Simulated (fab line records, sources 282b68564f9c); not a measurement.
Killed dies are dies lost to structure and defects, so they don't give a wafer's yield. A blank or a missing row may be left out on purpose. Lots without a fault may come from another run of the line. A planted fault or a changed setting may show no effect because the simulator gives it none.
fab line records | flow rit_cmos
record lots=6 wafers=18 last_day=7
route steps=202 shown GATE@79 FOX2@80 M1@202
lots that met no fault: from a run of the same line without faults
start_h: hours from the record's first day to the start of the lot's first wafer shown | wait_h: hours since the lot's step before | " the same as in the row above | L1.1+2: a row that stands for several wafers | - no value, or no start given | * or withheld: withheld | < > ~ a bound
route shown NAME@n: a module of which the file shows steps, and the number in the route of the first | usual: mean/standard deviation of fault-free wafers | same: alike in all rows | chamber/n: place in a boat | sites: the reading at each site | _std_site: their standard deviation | _edge_site: outer sites' mean less inner sites' | radius_mm: how far each site lies from the wafer's centre | mask NAME#n: copy n | behind: the tool/chamber that last shaped the wafer | hold: why the lot was held/for how many hours/how that ended | device: the transistor (n, p or np) that didn't switch | end of line: the same wafers' tests at the end of the route | a step without rows: its recipe alone | killed: dies lost to structure and defects at the first sort, not the wafer's yield | map: a wafer's dies, x killed, . not, _ none there
set.NAME: the setting as run; set.NAME@STEP: as run at that earlier step | model.NAME: the simulator's own value behind a step, which no gauge read
lots at some steps of the route; a table a step, a row a wafer
services: from which hour (start_h, from the record's first day; less than 0 if before it) a tool's chamber was out of use, for how many hours, and why
## steps
# step RIT_GATE_CLEAN_04
# recipe chemistry=dHF dilution=50:1 time_s=60 dry=n2_spin
# step RIT_FOX2_THK_MEAS_91
# recipe reads=SiO2_of_FOX2_OXIDATION_00
# usual FIELD_OXIDE_LEFT_2_THK=240/6.9
# columns lot.wafer tool chamber start_h wait_h FIELD_OXIDE_LEFT_2_THK[nm]
L245.2 film_metro-01 - 45.27 0.0 243
L245.4 " - " " 243
L245.5 " - " " 234
L247.1 film_metro-02 - 50.96 0.0 237
L247.2 " - " " 236
L247.3 " - " " 239
L254.1 film_metro-01 - 86.38 0.0 237
L254.3 " - " " 230
L254.5 " - " " 236
L259.1 film_metro-01 - 110.54 0.0 237
L259.3 " - " " 235
L259.4 " - " " 239
L263.3 film_metro-02 - 129.64 0.0 233
L263.5 " - " " 230
L263.6 " - " " 233
L267.2 film_metro-04 - 149.12 0.0 241
L267.3 " - " " 236
L267.5 " - " " 241
# step RIT_GATE_OXIDATION_05
# recipe temp_c=900 ambient=O2 target_thk_a=30 ox_time_s=270
# step RIT_GATE_ANNEAL_06
# recipe temp_c=900 time_s=600 ambient=N2O
# step RIT_GATE_THK_MEAS_07
# recipe reads=SiO2_of_GATE_OXIDATION_05
# usual GATE_OXIDE_THK=2.98/0.065
# columns lot.wafer tool chamber start_h wait_h GATE_OXIDE_THK[nm]
L245.2 film_metro-01 - 48.71 0.0 3.02
L245.4 " - " " 3.02
L245.5 " - " " 3.03
L247.1 film_metro-04 - 56.01 0.0 3.13
L247.2 " - " " 3.04
L247.3 " - " " 3.08
L254.1 film_metro-04 - 87.77 0.0 3.11
L254.3 " - " " 3.04
L254.5 " - " " 3.05
L259.1 film_metro-02 - 114.69 0.0 2.97
L259.3 " - " " 3.00
L259.4 " - " " 3.02
L263.3 film_metro-02 - 131.46 0.0 3.03
L263.5 " - " " 3.06
L263.6 " - " " 3.05
L267.2 film_metro-02 - 153.46 0.0 2.94
L267.3 " - " " 2.99
L267.5 " - " " 3.03
# step RIT_GATE_CVD_08
# recipe material=poly-Si target_thk_nm=250 temp_c=610 precursor=SiH4 time_s=2220 pressure_mtorr=300 sih4_flow_sccm=100
# step RIT_GATE_THK_MEAS_09
# recipe reads=poly-Si_of_GATE_CVD_08
# usual GATE_POLY_THK=249.9/2.3
# columns lot.wafer tool chamber start_h wait_h GATE_POLY_THK[nm]
L245.2 film_metro-01 - 50.39 0.0 253.2
L245.4 " - " " 246.8
L245.5 " - " " 249.1
L247.1 film_metro-01 - 57.68 0.0 253.4
L247.2 " - " " 252.6
L247.3 " - " " 251.9
L254.1 film_metro-01 - 90.13 0.0 253.7
L254.3 " - " " 252.5
L254.5 " - " " 252.2
L259.1 film_metro-04 - 116.37 0.0 251.1
L259.3 " - " " 251.2
L259.4 " - " " 251.8
L263.3 film_metro-01 - 133.13 0.0 249.6
L263.5 " - " " 248.7
L263.6 " - " " 248.3
L267.2 film_metro-01 - 155.14 0.0 252.8
L267.3 " - " " 252.5
L267.5 " - " " 253.0
# step RIT_GATE_HMDS_10
# recipe prime_time_s=60 prime_temp_c=140
# step RIT_GATE_COAT_11
# recipe resist=NOVOLAK spin_rpm=4250 resist_thk_nm=850
# step RIT_GATE_SOFTBAKE_12
# recipe resist=NOVOLAK temp_c=90 time_s=60
# step RIT_GATE_EXPOSE_13
# recipe mask_id=M6 na=0.6 source_shape=conventional sigma_outer=0.6 target_cd_nm=150 dose_mj=380
# step RIT_GATE_PEB_14
# recipe resist=NOVOLAK temp_c=withheld time_s=withheld
# step RIT_GATE_DEVELOP_15
# recipe resist=NOVOLAK develop_time_s=50 dev_temp_c=23
# usual developer_temp_C=23.03/0.12
# columns lot.wafer tool chamber start_h wait_h developer_temp_C
L245.2 litho_track-04 0 51 - 22.84
L245.4 " 0 " " 22.99
L245.5 " 0 " " 23.06
L247.1 litho_track-03 0 58 - 22.95
L247.2 " 0 " " 22.95
L247.3 " 0 " " 23.09
L254.1 litho_track-04 0 91 - 20.66
L254.3 " 0 " " 20.65
L254.5 " 0 " " 20.76
L259.1 litho_track-04 0 117 - 20.76
L259.3 " 0 " " 20.96
L259.4 " 0 " " 20.99
L263.3 litho_track-03 0 134 - 23.02
L263.5 " 0 " " 23.03
L263.6 " 0 " " 22.91
L267.2 litho_track-03 0 156 - 23.08
L267.3 " 0 " " 23.00
L267.5 " 0 " " 22.97
# step RIT_GATE_CD_MEAS_16
# recipe target_cd_nm=150
# usual cd_nm=149.6/2.5
# columns lot.wafer tool chamber start_h wait_h cd_nm
L245.2 cd_sem-01 - 51.31 - 149.5
L245.4 " - " " 147.5
L245.5 " - " " 150.0
L247.1 cd_sem-01 - 58.78 - 150.1
L247.2 " - " " 153.2
L247.3 " - " " 155.0
L254.1 cd_sem-01 - 91.16 - 135.5
L254.3 " - " " 138.4
L254.5 " - " " 134.8
L259.1 cd_sem-01 - 117.40 - 137.7
L259.3 " - " " 137.4
L259.4 " - " " 136.5
L263.3 cd_sem-01 - 134.19 - 149.2
L263.5 " - " " 149.6
L263.6 " - " " 148.1
L267.2 cd_sem-02 - 156.19 - 152.5
L267.3 " - " " 151.5
L267.5 " - " " 153.1
# step RIT_GATE_OVL_MEAS_17
# usual GATE_OVL=0.6/1.5
# columns lot.wafer tool chamber start_h wait_h GATE_OVL[nm]
L245.2 overlay-01 - 51.41 0.1 2.7
L245.4 " - " " 2.9
L245.5 " - " " 2.6
L247.1 overlay-01 - 58.90 0.1 1.7
L247.2 " - " " 0.0
L247.3 " - " " 0.4
L254.1 overlay-02 - 91.28 0.1 1.3
L254.3 " - " " 3.3
L254.5 " - " " 0.5
L259.1 overlay-01 - 117.52 0.1 -2.0
L259.3 " - " " -0.7
L259.4 " - " " -1.9
L263.3 overlay-01 - 134.28 0.1 -1.1
L263.5 " - " " 0.5
L263.6 " - " " -0.2
L267.2 overlay-02 - 156.29 0.1 0.9
L267.3 " - " " 0.1
L267.5 " - " " 1.0
# step RIT_GATE_HARDBAKE_18
# recipe resist=NOVOLAK temp_c=140 time_s=60
# step RIT_GATE_ETCH_19
# recipe chemistry=SF6/CHF3/O2 time_s=168.1 SF6_flow_sccm=30 CHF3_flow_sccm=30 O2_flow_sccm=5 target=poly-Si pressure_mtorr=40 rf_w=160 target_depth_a=3125 over_etch_frac=0.25 stop_on=SiO2
# usual SF6_flow_sccm=30.01/0.091 drypump_motor_current_A=5.7/0.42 oes_product_au=0.841/0.012 throttle_valve_pct=10.24/0.15
# columns lot.wafer tool chamber start_h wait_h SF6_flow_sccm drypump_motor_current_A oes_product_au rf_hours_counter_h throttle_valve_pct model.GATE.cd_nm
L245.2 rie_si-01 3 51.64 0.1 30.09 5.1 0.842 40 10.28 149.5
L245.4 " 0 " " 29.96 5.7 0.851 - 10.13 147.2
L245.5 " 3 " " 30.15 5.1 0.833 - 10.28 149.9
L247.1 rie_si-01 3 59.15 0.1 29.77 5.1 0.855 40 10.27 150.2
L247.2 " 0 " " 30.07 5.7 0.859 99 10.12 153.5
L247.3 " 1 " " 30.19 6.3 0.849 24 10.17 155.1
L254.1 rie_si-02 0 91.48 0.1 30.00 5.1 0.826 110 10.40 135.3
L254.3 " 3 " " 30.09 5.9 0.844 118 10.02 138.4
L254.5 " 2 " " 30.04 6.1 0.855 - 10.18 134.8
L259.1 rie_si-01 2 117.87 0.1 30.10 5.7 0.852 0 10.46 137.6
L259.3 " 0 " " 30.01 5.7 0.860 99 10.12 137.2
L259.4 " 1 " " 30.04 6.3 0.852 25 10.17 136.4
L263.3 rie_si-01 1 134.45 0.1 29.96 6.3 0.844 25 10.19 149.3
L263.5 " 3 " " 29.94 5.1 0.843 - 10.27 150.1
L263.6 " 0 " " 29.91 5.7 0.856 - 10.11 148.2
L267.2 rie_si-02 3 156.47 0.1 30.11 5.9 0.847 119 10.03 152.3
L267.3 " 2 " " 30.01 6.1 0.859 69 10.16 151.5
L267.5 " 2 " " 29.90 6.1 0.852 - 10.16 153.2
# step RIT_GATE_STRIP_20
# recipe chemistry=O2 time_s=180 resist=NOVOLAK platen_temp_c=withheld power_w=500 pressure_mtorr=4000 o2_flow_sccm=4000
# usual drypump_motor_current_A=5.4/0.38
# columns lot.wafer tool chamber start_h wait_h drypump_motor_current_A rf_hours_counter_h
L245.2 plasma_asher-02 1 51.75 0.1 6.1 39
L245.4 " 0 " " 5.3 -
L245.5 " 0 " " 5.3 -
L247.1 plasma_asher-04 0 59.25 0.1 5.7 28
L247.2 " 1 " " 5.2 28
L247.3 " 0 " " 5.8 -
L254.1 plasma_asher-01 0 91.59 0.1 4.9 45
L254.3 " 1 " " 5.4 -
L254.5 " 0 " " 4.9 -
L259.1 plasma_asher-02 1 117.98 0.1 6.1 0
L259.3 " 0 " " 5.3 -
L259.4 " 1 " " 6.1 -
L263.3 plasma_asher-04 1 134.62 0.1 5.2 -
L263.5 " 0 " " 5.8 -
L263.6 " 1 " " 5.2 -
L267.2 plasma_asher-04 1 156.58 0.1 5.2 40
L267.3 " 1 " " 5.2 -
L267.5 " 1 " " 5.2 -
# step RIT_M1_PROBE_99
# usual killed_at_contacts=0.1/0.27 killed_at_front_end=7/3.3 killed_dies=7/3.3 killed_open=3.5/2 killed_short=3.8/2.2
# same gross_dies=264 killed_at_M0_to_M3=0 killed_at_M4_up=0 killed_at_back_side=0 killed_at_other=0
# columns lot.wafer tool chamber start_h wait_h killed_at_contacts killed_at_front_end killed_dies killed_open killed_short model.etest.pmos_0p3.r_on_ohm_um model.etest.pmos_0p15.r_on_ohm_um model.etest.pmos_turned.r_on_ohm_um model.etest.nmos_0p15.r_on_ohm_um model.etest.nmos_0p3.r_on_ohm_um model.etest.nmos_0p15.drive_ua_um model.etest.pmos_0p15.drive_ua_um model.etest.npoly_line.line_ohm_um
L245.2 prober-01 - 74.09 0.1 0 9 9 5 4 6236 2680 3326 1081 2128 478.1 261.2 166.7
L245.4 prober-01 - 74.19 0.2 0 3 3 1 2 6252 2639 3241 1109 2138 482.6 267.9 171
L245.5 prober-01 - 74.24 0.2 1 9 10 5 4 6269 2743 3350 1127 2135 477.4 260.2 167.4
L247.1 prober-01 - 79.45 0.1 0 5 5 2 3 6570 2909 3647 1164 2206 456.8 243 169
L247.2 prober-01 - 79.50 0.1 0 9 9 2 7 6424 2928 3685 1160 2178 446.4 238.3 165.5
L247.3 prober-01 - 79.55 0.2 0 7 7 3 4 6577 3023 3738 1210 2218 438.2 230.7 161.4
L254.1 prober-02 - 112.26 0.1 1 15 16 8 6 6067 2447 3128 1022 2073 540.4 296.5 200.9
L254.3 prober-02 - 112.36 0.2 1 9 10 3 7 6088 2526 3258 1021 2053 520.7 278.8 194.7
L254.5 prober-02 - 112.46 0.2 1 13 14 8 5 6047 2451 3187 993.2 2054 536.2 291 205.3
L259.1 prober-01 - 138.08 0.1 0 22 22 14 7 6055 2530 3178 1039 2079 527 288.3 193.7
L259.3 prober-01 - 138.18 0.2 0 21 21 11 10 5998 2510 3156 1057 2072 537.5 292.4 196.9
L259.4 prober-01 - 138.23 0.2 0 15 15 7 8 6104 2547 3251 1053 2084 527.3 287 198.1
L263.3 prober-01 - 154.77 0.2 0 8 8 3 4 6513 2868 3533 1121 2192 470.8 245.6 172.8
L263.5 prober-01 - 154.87 0.2 0 6 6 4 2 6395 2810 3468 1124 2135 473 252.9 166.4
L263.6 prober-01 - 154.92 0.2 0 4 4 2 2 6509 2829 3516 1142 2197 471.2 248.3 172.6
L267.2 prober-01 - 178.77 0.1 0 6 6 4 2 6171 2722 3338 1070 2092 480.1 258.9 163.2
L267.3 prober-01 - 178.82 0.2 0 4 4 2 2 6214 2722 3314 1076 2136 472.3 258.1 166.3
L267.5 prober-01 - 178.92 0.2 0 8 8 3 5 6270 2802 3467 1087 2128 460.7 249.2 165
# killed by level:class
L245.2 GATE:geometric_particle:open=2 SILICIDE:geometric_particle:short=2 FOX1:geometric_particle:open=1 GATE:geometric_particle:short=1 REOX:geometric_particle:short=1 SPACER:geometric_particle:open=1 SILICIDE:geometric_particle:open=1
L245.4 FOX1:geometric_particle:short=1 GATE:geometric_particle:open=1 REOX:geometric_particle:short=1
L245.5 FOX1:geometric_particle:short=2 GATE:geometric_particle:open=2 FOX1:geometric_particle:open=1 REOX:geometric_particle:short=1 REOX:geometric_particle:open=1 SILICIDE:geometric_particle:open=1 CONTACT:geometric_particle:short=1 GATE:coat_microbubble_printed=1
L247.1 FOX1:geometric_particle:open=2 FOX1:geometric_particle:short=1 REOX:geometric_particle:short=1 SILICIDE:geometric_particle:short=1
L247.2 FOX2:geometric_particle:short=2 REOX:geometric_particle:short=2 SILICIDE:geometric_particle:short=2 GATE:geometric_particle:open=1 GATE:geometric_particle:short=1 REOX:geometric_particle:open=1
L247.3 SPACER:geometric_particle:open=2 FOX2:geometric_particle:open=1 GATE:geometric_particle:short=1 REOX:geometric_particle:short=1 SPACER:geometric_particle:short=1 SILICIDE:geometric_particle:short=1
L254.1 GATE:geometric_particle:open=3 SPACER:geometric_particle:short=3 GATE:geometric_particle:short=2 SPACER:geometric_particle:open=2 GATE:area_develop=2 FOX1:geometric_particle:open=1 FOX1:geometric_particle:short=1 FOX2:geometric_particle:open=1
L254.3 SPACER:geometric_particle:short=3 GATE:geometric_particle:open=2 REOX:geometric_particle:short=2 FOX2:geometric_particle:open=1 GATE:geometric_particle:short=1 CONTACT:geometric_particle:short=1
L254.5 GATE:geometric_particle:open=3 GATE:geometric_particle:short=3 FOX1:geometric_particle:short=2 FOX2:geometric_particle:open=2 FOX1:geometric_particle:open=1 SILICIDE:geometric_particle:open=1 CONTACT:geometric_particle:open=1 GATE:area_develop=1
L259.1 SPACER:geometric_particle:open=6 GATE:geometric_particle:open=5 GATE:geometric_particle:short=4 SPACER:geometric_particle:short=3 FOX1:geometric_particle:open=1 FOX2:geometric_particle:open=1 SILICIDE:geometric_particle:open=1 GATE:area_develop=1
L259.3 SPACER:geometric_particle:short=7 FOX1:geometric_particle:open=3 SPACER:geometric_particle:open=3 GATE:geometric_particle:open=2 SILICIDE:geometric_particle:open=2 FOX1:geometric_particle:short=1 GATE:geometric_particle:short=1 REOX:geometric_particle:open=1
L259.4 GATE:geometric_particle:open=4 GATE:geometric_particle:short=3 FOX1:geometric_particle:short=2 REOX:geometric_particle:short=2 FOX1:geometric_particle:open=1 SPACER:geometric_particle:open=1 SILICIDE:geometric_particle:short=1 SILICIDE:geometric_particle:open=1
L263.3 GATE:geometric_particle:short=2 GATE:geometric_particle:open=2 FOX1:geometric_particle:short=1 FOX1:geometric_particle:open=1 SILICIDE:geometric_particle:short=1 NWELL:coat_microbubble_printed=1
L263.5 GATE:geometric_particle:open=3 FOX1:geometric_particle:open=1 FOX1:geometric_particle:short=1 GATE:geometric_particle:short=1
L263.6 ACTIVE:geometric_particle:open=1 GATE:geometric_particle:short=1 REOX:geometric_particle:short=1 SPACER:geometric_particle:open=1
L267.2 FOX1:geometric_particle:short=1 FOX1:geometric_particle:open=1 FOX2:geometric_particle:open=1 GATE:geometric_particle:short=1 GATE:geometric_particle:open=1 REOX:geometric_particle:open=1
L267.3 GATE:geometric_particle:open=2 GATE:geometric_particle:short=1 SPACER:geometric_particle:short=1
L267.5 GATE:geometric_particle:short=4 FOX1:geometric_particle:short=1 FOX1:geometric_particle:open=1 GATE:geometric_particle:open=1 SPACER:geometric_particle:open=1
## services
# columns tool chamber start_h hours kind
rie_si-01 1 32.45 21.4 repair
rie_si-01 2 57.26 - clean
rie_si-01 2 57.26 23.1 scheduled_down
rie_si-01 2 57.26 23.1 vent_cycle
rie_si-01 0 59.27 6.9 repair
rie_si-02 - 62.73 0.3 repair
plasma_asher-02 - 108.75 9.0 pm
plasma_asher-02 0 108.75 9.0 vent_cycle
plasma_asher-02 1 108.75 9.0 vent_cycle
plasma_asher-02 0 117.75 - clean
plasma_asher-02 1 117.75 - clean
rie_si-01 2 130.34 5.8 repair
rie_si-01 - 141.44 2.7 repair
rie_si-02 1 155.34 23.4 repair
## key
first_sign step=RIT_GATE_DEVELOP_15 reading=developer_temp_C direction=down sigmas=19 usual=* struck=*
effect step=RIT_GATE_CD_MEAS_16 reading=cd_nm direction=down sigmas=5.1 usual=149.6 struck=136.7
model_effect step=RIT_GATE_ETCH_19 value=GATE.cd_nm without=150.7 struck=136.6
model_effect step=RIT_M1_PROBE_99 value=etest.pmos_0p3.r_on_ohm_um without=6393 struck=6060
met_at RIT_GATE_DEVELOP_15
struck_wafers L254.1,L254.3,L254.5,L259.1,L259.3,L259.4
tester_left_out L254,L259
onset_between 51 91
fault kind=process_parameter_drift tool=litho_track-04 chamber=- onset_h=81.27 steps=RIT_GATE_DEVELOP_15 channel=dev_temp_c offset=* shape=step end_h=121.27 acts_in=* stated=*
# tester_left_out: of these lots the tester's yield and bins aren't shown, on N5 and GAA mostly nor the transistor test; their killed dies are dies lost to structure and defects alone, not to doping, threshold or leakage, so they don't give the yield
